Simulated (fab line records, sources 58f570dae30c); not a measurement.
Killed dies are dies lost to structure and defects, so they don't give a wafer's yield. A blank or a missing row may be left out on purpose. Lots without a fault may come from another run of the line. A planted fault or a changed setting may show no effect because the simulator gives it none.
Which tool did it? | flow berkeley_cmos170 | 14 lots, 42 wafers sampled, at 6 steps of a route of 331

WHAT THE GAUGES READ, wafer by wafer
UCB170_M1_RS_MEAS_01: measures by four-point-probe.
lot  | measured     | on            | M1_AL_RS (ohm/sq)
L715 | day 7 18:20  | film_metro-01 | 0.0485 0.0483 0.0485
L716 | day 7 22:15  | film_metro-01 | 0.0472 0.0476 0.0478
L717 | day 8 05:23  | film_metro-02 | 0.0491 0.0494 0.0492
L719 | day 8 07:37  | film_metro-02 | 0.0490 0.0490 0.0489
L723 | day 8 14:03  | film_metro-01 | 0.0490 0.0489 0.0489
L722 | day 8 15:59  | film_metro-04 | 0.0488 0.0492 0.0489
L721 | day 8 16:08  | film_metro-01 | 0.0485 0.0482 0.0484
L724 | day 9 05:04  | film_metro-02 | 0.0484 0.0483 0.0481
L726 | day 9 21:37  | film_metro-01 | 0.0488 0.0484 0.0492
L727 | day 9 22:11  | film_metro-01 | 0.0497 0.0496 0.0490
L728 | day 9 22:22  | film_metro-02 | 0.0484 0.0477 0.0478
L730 | day 10 03:55 | film_metro-02 | 0.0486 0.0487 0.0486
L735 | day 11 07:03 | film_metro-02 | 0.0483 0.0487 0.0483
L734 | day 11 07:13 | film_metro-04 | 0.0491 0.0489 0.0490

UCB170_M1_OVL_MEAS_10.
lot  | measured     | on         | M1_OVL (nm)
L715 | day 7 19:37  | overlay-02 | 3 -1 4
L716 | day 7 23:31  | overlay-01 | 1 0 1
L717 | day 8 07:04  | overlay-01 | -11 -15 -9
L719 | day 8 09:41  | overlay-01 | 3 0 0
L723 | day 8 16:51  | overlay-01 | 3 -2 -1
L722 | day 8 17:50  | overlay-01 | -1 4 5
L721 | day 8 17:59  | overlay-02 | -5 1 -4
L724 | day 9 06:13  | overlay-01 | 3 12 9
L726 | day 9 23:10  | overlay-02 | 2 -2 -3
L727 | day 9 23:43  | overlay-02 | -2 -8 -5
L728 | day 9 23:56  | overlay-01 | -3 -11 -6
L730 | day 10 05:11 | overlay-02 | 13 9 1
L735 | day 11 08:42 | overlay-01 | -4 0 -6
L734 | day 11 08:59 | overlay-02 | 4 -7 1

UCB170_M2_RS_MEAS_02: measures by four-point-probe.
lot  | measured     | on            | M2_AL_RS (ohm/sq)
L715 | day 8 02:06  | film_metro-03 | 0.0326 0.0328 0.0323
L716 | day 8 06:31  | film_metro-03 | 0.0322 0.0321 0.0319
L717 | day 8 14:00  | film_metro-04 | 0.0327 0.0328 0.0330
L719 | day 8 16:26  | film_metro-02 | 0.0316 0.0320 0.0320
L723 | day 9 01:38  | film_metro-03 | 0.0326 0.0325 0.0323
L722 | day 9 01:46  | film_metro-04 | 0.0320 0.0320 0.0324
L721 | day 9 02:00  | film_metro-03 | 0.0317 0.0314 0.0318
L724 | day 9 14:36  | film_metro-03 | 0.0321 0.0319 0.0319
L726 | day 10 06:55 | film_metro-03 | 0.0318 0.0322 0.0324
L727 | day 10 07:24 | film_metro-02 | 0.0322 0.0324 0.0323
L728 | day 10 07:10 | film_metro-04 | 0.1174 0.1190 0.1174
L730 | day 10 13:12 | film_metro-03 | 0.1169 0.1157 0.1130
L735 | day 11 17:25 | film_metro-02 | 0.0323 0.0323 0.0325
L734 | day 11 18:26 | film_metro-02 | 0.0321 0.0321 0.0321

UCB170_M2_THK_MEAS_03: measures by xrf.
lot  | measured     | on            | M2_AL_THK (nm)
L715 | day 8 02:13  | film_metro-03 | 866 871 877
L716 | day 8 06:38  | film_metro-03 | 882 888 890
L717 | day 8 14:07  | film_metro-04 | 864 874 858
L719 | day 8 16:33  | film_metro-02 | 893 886 886
L723 | day 9 01:45  | film_metro-03 | 867 868 876
L722 | day 9 01:53  | film_metro-04 | 897 890 887
L721 | day 9 02:07  | film_metro-03 | 896 898 883
L724 | day 9 14:43  | film_metro-03 | 884 885 884
L726 | day 10 07:02 | film_metro-03 | 886 883 878
L727 | day 10 07:31 | film_metro-02 | 882 877 883
L728 | day 10 07:17 | film_metro-04 | 251 246 249
L730 | day 10 13:19 | film_metro-03 | 251 252 257
L735 | day 11 17:32 | film_metro-02 | 882 881 877
L734 | day 11 18:32 | film_metro-02 | 887 882 884

WHICH TOOL RAN EACH LOT (tool, then ch and the chambers of the sampled wafers, then the start)
lot  | UCB170_M1_STRIP_13                   | UCB170_M2_SPUTTER_01
L715 | plasma_asher-04 ch 0,1, day 7 19:49  | pvd_sputter-04, day 8 02:01
L716 | plasma_asher-02 ch 0,1, day 7 23:44  | pvd_sputter-04, day 8 06:23
L717 | plasma_asher-03 ch 1, day 8 07:16    | pvd_sputter-04, day 8 13:54
L719 | plasma_asher-04 ch 0,1, day 8 09:54  | pvd_sputter-02, day 8 16:21
L723 | plasma_asher-02 ch 0,1, day 8 17:04  | pvd_sputter-04, day 9 01:33
L722 | plasma_asher-04 ch 0,1, day 8 18:02  | pvd_sputter-02, day 9 01:40
L721 | plasma_asher-02 ch 0,1, day 8 18:11  | pvd_sputter-01, day 9 01:55
L724 | plasma_asher-04 ch 1, day 9 06:25    | pvd_sputter-01, day 9 14:31
L726 | plasma_asher-04 ch 0,1, day 9 23:22  | pvd_sputter-02, day 10 06:50
L727 | plasma_asher-03 ch 0,1, day 9 23:55  | pvd_sputter-01, day 10 07:19
L728 | plasma_asher-02 ch 0,1, day 10 00:09 | pvd_sputter-04, day 10 07:05
L730 | plasma_asher-04 ch 0,1, day 10 05:24 | pvd_sputter-04, day 10 13:07
L735 | plasma_asher-03 ch 0,1, day 11 08:54 | pvd_sputter-02, day 11 17:19
L734 | plasma_asher-02 ch 0,1, day 11 09:13 | pvd_sputter-01, day 11 18:19
- UCB170_M1_STRIP_13: strips in O2.
- UCB170_M2_SPUTTER_01: material Al, target thk 900 nm, time 120 s.

WHAT THE TOOLS THEMSELVES READ (means of the sampled wafers that have a number; where no wafer has one, the mark that the record gives instead)
UCB170_M1_STRIP_13.
lot  | tool            | drypump_motor_current_A (A) | oes_product_au (a.u.)
L715 | plasma_asher-04 | 6.4                         | 0.720
L716 | plasma_asher-02 | 6.1                         | 0.717
L717 | plasma_asher-03 | 5.4                         | 0.720
L719 | plasma_asher-04 | 6.3                         | 0.721
L723 | plasma_asher-02 | 5.8                         | 0.717
L722 | plasma_asher-04 | 6.3                         | 0.720
L721 | plasma_asher-02 | 6.1                         | 0.718
L724 | plasma_asher-04 | 6.6                         | 0.718
L726 | plasma_asher-04 | 6.4                         | 0.721
L727 | plasma_asher-03 | 5.4                         | 0.719
L728 | plasma_asher-02 | 6.1                         | 0.719
L730 | plasma_asher-04 | 6.5                         | 0.723
L735 | plasma_asher-03 | 5.3                         | 0.717
L734 | plasma_asher-02 | 5.8                         | 0.719

UCB170_M2_SPUTTER_01.
lot  | tool           | throttle_valve_pct (%)
L715 | pvd_sputter-04 | 31.1
L716 | pvd_sputter-04 | 30.0
L717 | pvd_sputter-04 | 30.1
L719 | pvd_sputter-02 | 29.2
L723 | pvd_sputter-04 | 29.6
L722 | pvd_sputter-02 | 28.4
L721 | pvd_sputter-01 | 30.1
L724 | pvd_sputter-01 | 30.8
L726 | pvd_sputter-02 | 28.4
L727 | pvd_sputter-01 | 30.8
L728 | pvd_sputter-04 | 30.5
L730 | pvd_sputter-04 | 30.5
L735 | pvd_sputter-02 | 29.9
L734 | pvd_sputter-01 | 30.5

THE ANSWER, worked out from the rows above alone
Rule: what is usual is taken from the lots themselves. Put in order of their means at a reading, lots are off if they are a third of the lots or fewer, leave a main group of 4 or more, and stand apart from it by a gap of 3 or more times the standard deviation of the main group's means; of several such gaps the widest counts. A main group whose means are all the same, to the digits that the tables above print for the reading, isn't used. A lot without any number at a reading at which 4 lots or more have one is off too. The other lots that the step has rows for count as sound. The gauges are gone through in route order, then the tools' own readings, and for those a lot's mean is taken as printed above. The first step at which some lot is off is used, and at that step the reading that is off furthest; a lot without a number counts as furthest.
Off: L728, L730, at UCB170_M2_RS_MEAS_02 (M2_AL_RS). The main group: mean 0.0322 ohm/sq, standard deviation 0.00031.
A tool fits if, at a process step before that reading, it ran every lot that is off, and no sound lot after the first of them. The gauges at UCB170_M2_RS_MEAS_02 are tried like those tools. One fits: pvd_sputter-04 at UCB170_M2_SPUTTER_01. Its last sound lot is L723 (day 9 01:33), its first lot that is off L728 (day 10 07:05): a fault that began between those two fits.

WHAT THE SIMULATOR HAD PUT IN
Process parameter drift: pvd_sputter-04, from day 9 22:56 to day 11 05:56, at UCB170_M2_SPUTTER_01. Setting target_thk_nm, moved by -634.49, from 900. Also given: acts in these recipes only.
Lots struck among those shown: L728, L730. The rule above found the same.
